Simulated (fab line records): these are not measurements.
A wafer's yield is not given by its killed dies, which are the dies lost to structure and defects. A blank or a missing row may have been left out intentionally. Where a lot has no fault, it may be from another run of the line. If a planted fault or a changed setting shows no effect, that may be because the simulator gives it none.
A lot that was struck, set against a sound lot :: flow ritCmos :: 21 out of 202 route steps
Sound: these wafers, L572.1, L572.4, L572.5. Wafers struck: L573.1, L573.2, L573.6. The cause is given at the end.
For every step that has rows: the tool of each side, followed by ch and its chambers, followed by its first start. Under that, the readings that differ: sound wafers :: struck wafers :: difference of the means :: sigmas: that difference in standard deviations of wafers without a fault.
alike: same words and numbers on both sides, and readings whose means sit less than 2 such deviations apart. not compared: any withheld reading, any reading some wafer has no value for, any bound like >300 that may hide the same value, and any number with overlapping values for which the record gives no deviation.
A row with sigmas, a row that says differs or no value, or rows on one side alone: a step with any of these is where the two part. Non-overlapping numbers with no deviation appear without sigmas and do not part them. Lack of a reading on every wafer of one side parts them only where that side has two or more wafers.

first, 3 steps without rows for these wafers: RIT_GATE_CLEAN_02 (cleans in dHF, time 30 s); RIT_GATE_CLEAN_03 (cleans in SC2, time 600 s); RIT_GATE_CLEAN_04 (cleans in dHF, time 60 s).
RIT_FOX2_THK_MEAS_91:
  struck on filmMetro-01, day 3 09:01; sound on filmMetro-03, day 3 03:41
reading: FIELD_OXIDE_LEFT_2_THK (nm)
sound: 261 258 259
struck: 244 243 241
difference: -17
sigmas: -2
then, 2 steps without rows for these wafers: RIT_GATE_OXIDATION_05 (target thk 3 nm, ox time 270 s); RIT_GATE_ANNEAL_06 (time 600 s).
RIT_GATE_THK_MEAS_07:
  struck on filmMetro-03, day 3 10:24; sound on filmMetro-03, day 3 05:23
  alike: GATE_OXIDE_THK
then, 1 step without rows for these wafers: RIT_GATE_CVD_08 (deposits poly-Si from SiH4, target thk 250 nm, time 2220 s).
RIT_GATE_THK_MEAS_09:
  struck on filmMetro-04, day 3 13:06; sound on filmMetro-04, day 3 08:09
  alike: GATE_POLY_THK
then, 3 steps without rows for these wafers: RIT_GATE_HMDS_10 (prime time 60 s); RIT_GATE_COAT_11 (resist thk 855.5 nm); RIT_GATE_SOFTBAKE_12 (time 60 s).
RIT_GATE_EXPOSE_13: exposes mask M6, target cd 150 nm.
  sound on ilineStepper-01 ch 0, day 3 08:40; struck on ilineStepper-01 ch 0, day 3 13:37
reading: mask
sound: M6#0 M6#0 M6#0
struck: M6_R1#0 M6_R1#0 M6_R1#0
difference: differs
sigmas: 
  alike: stageVelMmS
then, 2 steps without rows for these wafers: RIT_GATE_PEB_14; RIT_GATE_DEVELOP_15 (develop time 50 s).
RIT_GATE_CD_MEAS_16 targets a cd of 150 nm.
  struck on cdSem-01, day 3 14:01; sound on cdSem-02, day 3 09:04
reading: cdNm (nm)
sound: 148.0 149.1 150.9
struck: 162.7 164.9 163.9
difference: +14.5
sigmas: +8
RIT_GATE_OVL_MEAS_17:
  struck on overlay-02, day 3 14:08; sound on overlay-01, day 3 09:11
  alike: GATE_OVL
then, 1 step without rows for these wafers: RIT_GATE_HARDBAKE_18 (time 60 s).
RIT_GATE_ETCH_19: etches poly-Si in SF6/CHF3/O2, stops on SiO2, time 165 s, target depth 312.5 nm.
  sound on rieSi-02 ch 0,1,3, day 3 09:22; struck on rieSi-01 ch 1,3, day 3 14:19
reading: model.GATE.cdNm (nm)
sound: 147.9 148.8 150.8
struck: 162.8 165.1 164.2
difference: +14.9
sigmas: 
  alike: O2_flow_sccm, drypumpMotorCurrentA, oesProductAu, throttleValvePct
  not compared: rfHoursCounterH
RIT_GATE_STRIP_20: strips in O2, time 180 s.
  sound on plasmaAsher-01 ch 1, day 3 09:28; struck on plasmaAsher-01 ch 0,1, day 3 14:25
  alike: drypumpMotorCurrentA
  not compared: rfHoursCounterH
RIT_M1_PROBE_99:
  struck on prober-01, day 4 11:40; sound on prober-02, day 4 06:28
reading: model.etest.pmos_0p3.rOnOhmUm
sound: 6307 6110 6223
struck: 6605 6646 6543
difference: +385
sigmas: 

reading: model.etest.pmos_0p15.rOnOhmUm
sound: 2758 2711 2754
struck: 3080 3097 3086
difference: +347
sigmas: 

reading: model.etest.pmosTurned.rOnOhmUm
sound: 3420 3385 3382
struck: 3732 3728 3687
difference: +320
sigmas: 

reading: model.etest.nmos_0p15.rOnOhmUm
sound: 1146 1135 1160
struck: 1216 1188 1204
difference: +56
sigmas: 

reading: model.etest.nmos_0p3.rOnOhmUm
sound: 2176 2137 2139
struck: 2234 2231 2227
difference: +80
sigmas: 

reading: model.etest.nmos_0p15.driveUaUm
sound: 471.7 481.7 467.7
struck: 427.1 421.2 422
difference: -50.3
sigmas: 

reading: model.etest.pmos_0p15.driveUaUm
sound: 259.5 264.1 259.1
struck: 226 222.5 226.3
difference: -36
sigmas: 
  alike: killedAtContacts, killedAtFrontEnd, killedDies, killedOnRim, killedOpen, killedShort
  not compared: model.etest.nmosTurned.driveUaUm

WHERE THEY PART
Earliest at RIT_FOX2_THK_MEAS_91; latest, in this record, at RIT_GATE_CD_MEAS_16. Later steps at which nothing parts them and some readings are alike: RIT_GATE_OVL_MEAS_17, RIT_GATE_ETCH_19, RIT_GATE_STRIP_20, RIT_M1_PROBE_99.

WHY: what the simulator had put in
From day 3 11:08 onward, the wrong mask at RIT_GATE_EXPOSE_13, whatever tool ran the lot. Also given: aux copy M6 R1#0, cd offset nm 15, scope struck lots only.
